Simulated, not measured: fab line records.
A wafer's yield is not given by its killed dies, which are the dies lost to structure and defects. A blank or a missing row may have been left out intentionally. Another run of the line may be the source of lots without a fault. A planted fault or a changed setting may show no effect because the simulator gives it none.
Which tool is to blame?	flow rit_cmos	Sampling: 7 lots, 21 wafers, 3 of 202 route steps

== WHAT EACH GAUGE READ, for each wafer ==
RIT_SILICIDE_RS_MEAS_02: the measuring method here is four-point-probe.
lot	measured	on	SILICIDE_TI_RS (ohm/sq)
L133	day 3 10:01	film_metro-02	46.8 47.9 47.2
L136	day 4 05:26	film_metro-02	48.7 48.2 48.3
L138	day 4 09:03	film_metro-04	48.0 49.1 47.8
L143	day 5 19:53	film_metro-04	25.1 25.1 25.3
L148	day 6 19:47	film_metro-04	47.2 47.3 47.5
L151	day 7 08:08	film_metro-04	46.9 46.6 47.0
L155	day 8 05:43	film_metro-04	46.7 47.4 46.8

== WHAT TOOL EACH LOT RAN ON (gives the tool, then ch and the chambers of the sampled wafers, and finally the start) ==
lot	RIT_GATE_STRIP_20	RIT_SILICIDE_SPUTTER_01
L133	plasma_asher-03 ch 0, day 2 21:04	pvd_sputter-02, day 3 09:50
L136	plasma_asher-02 ch 0,1, day 3 15:17	pvd_sputter-01, day 4 05:17
L138	plasma_asher-03 ch 0,1, day 3 20:16	pvd_sputter-02, day 4 08:54
L143	plasma_asher-01 ch 0,1, day 5 05:14	pvd_sputter-02, day 5 19:44
L148	plasma_asher-01 ch 0,1, day 6 05:55	pvd_sputter-03, day 6 19:37
L151	plasma_asher-03 ch 0,1, day 6 18:30	pvd_sputter-03, day 7 07:56
L155	plasma_asher-03 ch 0,1, day 7 15:19	pvd_sputter-03, day 8 05:32
- RIT_GATE_STRIP_20: strips in O2, time 180 s.
- RIT_SILICIDE_SPUTTER_01: material Ti, target thk 30 nm, time 240 s.

== THE ANSWER, worked out from the rows above alone ==
Rule: the usual values come from the lots themselves. Put in order of their means at a reading, lots are off if they are a third of the lots or fewer, leave a main group of 4 or more, and stand apart from it by a gap of 3 or more times the standard deviation of the main group's means; of several such gaps the widest counts. If all means in a main group match to the digits the tables above print for the reading, that group is not used. Also off: a lot with no number at a reading for which 4 or more lots have one. Where the step has rows for the other lots, those lots are counted as sound.
Off: L143, seen at RIT_SILICIDE_RS_MEAS_02 (SILICIDE_TI_RS). The main group: mean 47.5 ohm/sq, standard deviation 0.61.
If a tool, at a process step before that reading, ran all the lots that are off and no sound lot after the first of them, it fits. Those tools and the gauges at RIT_SILICIDE_RS_MEAS_02 are tried in the same way. One fits: RIT_SILICIDE_SPUTTER_01 on pvd_sputter-02. A fault onset in the window from L138 (day 4 08:54, its last sound lot) to L143 (day 5 19:44, its first lot off) fits.

== WHAT HAD BEEN PUT IN BY THE SIMULATOR ==
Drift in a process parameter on pvd_sputter-02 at RIT_SILICIDE_SPUTTER_01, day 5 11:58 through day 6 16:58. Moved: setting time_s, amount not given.
Struck lots among those shown: L143. The same result came from the rule above.
